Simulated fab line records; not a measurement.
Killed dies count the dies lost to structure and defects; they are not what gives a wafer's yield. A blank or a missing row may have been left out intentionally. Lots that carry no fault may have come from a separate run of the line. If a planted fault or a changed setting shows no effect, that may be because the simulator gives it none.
Which tool did it? -- flow berkeley-cmos170 -- 45 wafers from 15 lots sampled at 6 of the route's 331 steps

## WHAT THE GAUGES SHOWED, per wafer
UCB170_START_BOW_MEAS_00.
lot,measured,on,INCOMING_BOW (um)
L284,day 1 10:02,film-metro-01,1 -7 18
L285,day 1 15:00,film-metro-01,-11 1 -2
L286,day 1 20:00,film-metro-03,-3 -2 4
L287,day 2 01:01,film-metro-02,2 -14 0
L288,day 2 06:00,film-metro-03,-3 -4 11
L289,day 2 11:01,film-metro-03,7 -1 -8
L296,day 3 22:00,film-metro-03,3 -3 11
L300,day 4 18:00,film-metro-01,-4 -2 3
L301,day 4 23:00,film-metro-02,4 -9 5
L302,day 5 04:00,film-metro-02,-2 0 -12
L303,day 5 09:00,film-metro-02,-4 -9 -3
L304,day 5 14:01,film-metro-03,9 4 -1
L305,day 5 19:00,film-metro-03,1 0 2
L306,day 6 00:00,film-metro-03,10 6 1
L307,day 6 05:00,film-metro-01,2 3 -3

UCB170_PWELL_THK_MEAS_06.
lot,measured,on,PWELL_NITRIDE_THK (nm)
L284,day 3 00:40,film-metro-02,218.1 221.4 222.2
L285,day 3 12:13,film-metro-04,220.1 221.3 221.1
L286,day 3 19:43,film-metro-01,245.7 243.7 244.8
L287,day 4 02:41,film-metro-04,245.9 246.3 246.2
L288,day 4 02:44,film-metro-04,249.2 248.3 249.5
L289,day 4 11:19,film-metro-01,223.1 222.8 223.0
L296,day 5 19:19,film-metro-01,221.8 222.5 222.4
L300,day 6 17:37,film-metro-01,218.9 218.5 221.1
L301,day 6 17:37,film-metro-02,220.9 222.9 221.5
L302,day 6 17:40,film-metro-04,221.7 220.6 218.1
L303,day 7 10:39,film-metro-01,218.9 218.9 219.5
L304,day 7 10:40,film-metro-02,220.1 220.0 221.7
L305,day 7 19:49,film-metro-04,225.0 222.9 223.4
L306,day 7 19:49,film-metro-01,223.5 220.8 221.4
L307,day 7 19:52,film-metro-04,221.3 222.4 220.9

UCB170_GATE_THK_MEAS_02.
lot,measured,on,GATE_OXIDE_THK (nm)
L284,day 6 13:09,film-metro-01,6.64 6.62 6.66
L285,day 6 22:29,film-metro-04,6.71 6.64 6.72
L286,day 6 22:29,film-metro-03,6.45 6.52 6.56
L287,day 7 15:41,film-metro-03,6.53 6.62 6.63
L288,day 7 15:41,film-metro-01,6.60 6.60 6.54
L289,day 7 15:45,film-metro-03,6.55 6.45 6.47
L296,day 8 21:49,film-metro-04,6.49 6.34 6.30
L300,day 10 10:25,film-metro-01,6.65 6.56 6.61
L301,day 10 10:25,film-metro-04,6.49 6.53 6.39
L302,day 10 10:25,film-metro-03,6.53 6.61 6.63
L303,day 10 22:17,film-metro-04,6.62 6.61 6.52
L304,day 11 12:27,film-metro-01,6.35 6.19 6.27
L305,day 11 12:30,film-metro-03,6.56 6.54 6.51
L306,day 11 12:26,film-metro-03,6.36 6.35 6.22
L307,day 11 12:26,film-metro-04,6.40 6.49 6.51

UCB170_PSD_CD_MEAS_06 targets a cd of 1200 nm.
lot,measured,on,cd-nm (nm)
L284,day 7 08:31,cd-sem-02,1200.3 1200.7 1199.8
L285,day 7 21:04,cd-sem-02,1198.6 1198.7 1198.3
L286,day 7 21:26,cd-sem-02,1200.9 1200.4 1200.4
L287,day 8 16:31,cd-sem-01,1199.4 1199.4 1201.3
L288,day 8 16:16,cd-sem-02,1197.7 1199.4 1199.4
L289,day 8 16:02,cd-sem-02,1200.2 1199.6 1198.2
L296,day 9 16:05,cd-sem-02,1201.3 1202.0 1202.5
L300,day 11 10:09,cd-sem-01,1202.3 1202.4 1201.3
L301,day 11 09:53,cd-sem-02,1198.3 1198.2 1199.4
L302,day 11 09:53,cd-sem-01,1200.1 1200.2 1200.7
L303,day 11 18:54,cd-sem-02,1197.7 1198.9 1197.6
L304,day 12 10:46,cd-sem-01,1200.0 1199.4 1201.2
L305,day 12 10:23,cd-sem-01,1201.4 1200.7 1201.0
L306,day 12 10:04,cd-sem-02,1198.6 1198.8 1199.7
L307,day 12 10:12,cd-sem-01,1198.1 1197.7 1199.0

## WHICH TOOL RAN EACH LOT (tool, then ch and the chambers of the sampled wafers, then the start)
lot,UCB170_PWELL_CVD_05,UCB170_PWELL_ETCH_14
L284,"lpcvd-01 ch 0, day 2 22:44","rie-diel-03 ch 0,2,3, day 3 02:37"
L285,"lpcvd-01 ch 0, day 3 10:18","rie-diel-03 ch 0,1,2, day 3 13:31"
L286,"lpcvd-01 ch 0, day 3 17:48","rie-diel-01 ch 1,2,3, day 3 20:42"
L287,"lpcvd-01 ch 0, day 4 00:45","rie-diel-04 ch 0,1, day 4 04:46"
L288,"lpcvd-01 ch 1, day 4 00:45","rie-diel-03 ch 0,2,3, day 4 04:47"
L289,"lpcvd-02 ch 0, day 4 09:23","rie-diel-01 ch 0,1, day 4 12:22"
L296,"lpcvd-02 ch 0, day 5 17:24","rie-diel-01 ch 0,1, day 5 20:32"
L300,"lpcvd-02 ch 1, day 6 15:42","rie-diel-04 ch 1,2,3, day 6 18:48"
L301,"lpcvd-02 ch 1, day 6 15:42","rie-diel-01 ch 1,2,3, day 6 18:41"
L302,"lpcvd-02 ch 0, day 6 15:42","rie-diel-03 ch 0,1,3, day 6 18:58"
L303,"lpcvd-02 ch 0, day 7 08:44","rie-diel-04 ch 0,1,3, day 7 12:14"
L304,"lpcvd-02 ch 0, day 7 08:44","rie-diel-01 ch 0,2, day 7 12:31"
L305,"lpcvd-01 ch 0, day 7 16:56","rie-diel-03 ch 0,2,3, day 7 22:11"
L306,"lpcvd-01 ch 0, day 7 16:56","rie-diel-01 ch 0,2,3, day 7 22:07"
L307,"lpcvd-01 ch 1, day 7 16:56","rie-diel-04 ch 0,2, day 7 22:12"
- UCB170_PWELL_CVD_05: deposits Si3N4 from SiH2Cl2/NH3, target thk 220 nm, time 3300 s.
- UCB170_PWELL_ETCH_14: etches Si3N4 in CH3F/Ar/O2, stops on SiO2, target depth 242 nm, time 151 s.

## WHAT THE TOOLS THEMSELVES READ (means of the sampled wafers that have a number; where no wafer has one, the mark that the record gives instead)
UCB170_PWELL_CVD_05.
lot,tool,sih2cl2-flow-sccm (sccm)
L284,lpcvd-01,25.00
L285,lpcvd-01,25.03
L286,lpcvd-01,37.43
L287,lpcvd-01,37.61
L288,lpcvd-01,37.47
L289,lpcvd-02,24.98
L296,lpcvd-02,24.92
L300,lpcvd-02,25.11
L301,lpcvd-02,25.05
L302,lpcvd-02,25.03
L303,lpcvd-02,24.93
L304,lpcvd-02,24.94
L305,lpcvd-01,25.04
L306,lpcvd-01,25.04
L307,lpcvd-01,24.91

UCB170_PWELL_ETCH_14.
lot,tool,drypump-motor-current-A (A),oes-product-au (a.u.),rf-fwd-power-W (W),throttle-valve-pct (%)
L284,rie-diel-03,5.8,0.925,448.6,8.15
L285,rie-diel-03,5.7,0.918,447.6,8.11
L286,rie-diel-01,5.7,0.994,449.5,7.95
L287,rie-diel-04,6.0,1.000,448.5,8.02
L288,rie-diel-03,5.9,0.982,447.5,8.16
L289,rie-diel-01,5.5,0.968,447.1,7.96
L296,rie-diel-01,5.6,0.968,449.2,7.95
L300,rie-diel-04,5.9,0.933,447.1,8.06
L301,rie-diel-01,5.7,0.957,448.4,7.95
L302,rie-diel-03,5.7,0.919,449.8,7.99
L303,rie-diel-04,6.0,0.923,448.8,8.13
L304,rie-diel-01,5.6,0.923,448.6,8.06
L305,rie-diel-03,5.9,0.937,447.7,8.15
L306,rie-diel-01,6.0,0.944,449.6,8.11
L307,rie-diel-04,5.7,0.953,449.0,8.11

## THE ANSWER, worked out from the rows above alone
Rule: the lots themselves supply what counts as usual. Put in order of their means at a reading, lots are off if they are a third of the lots or fewer, leave a main group of 4 or more, and stand apart from it by a gap of 3 or more times the standard deviation of the main group's means; of several such gaps the widest counts. Not used: any main group whose means are identical at the precision the tables above print for the reading. A lot without any number at a reading at which 4 lots or more have one is off too. All remaining lots with rows at the step are treated as sound. Order of review: gauges by route order, followed by the tools' own readings, for which a lot's mean as printed above is used. At the first step where some lot is off, the reading lying furthest off is the one used; lots without a number count as furthest.
Off: L286, L287, L288, seen at UCB170_PWELL_THK_MEAS_06 (PWELL_NITRIDE_THK). Main group: mean 221.2 nm, sd 1.3.
If a tool, at a process step before that reading, ran all the lots that are off and no sound lot after the first of them, it fits. Not tried: the gauges at UCB170_PWELL_THK_MEAS_06; whatever is off there is also off at UCB170_PWELL_CVD_05, on other tools, and gauge error can't account for it. Of those tried, none fits.

## WHAT THE SIMULATOR HAD INSERTED
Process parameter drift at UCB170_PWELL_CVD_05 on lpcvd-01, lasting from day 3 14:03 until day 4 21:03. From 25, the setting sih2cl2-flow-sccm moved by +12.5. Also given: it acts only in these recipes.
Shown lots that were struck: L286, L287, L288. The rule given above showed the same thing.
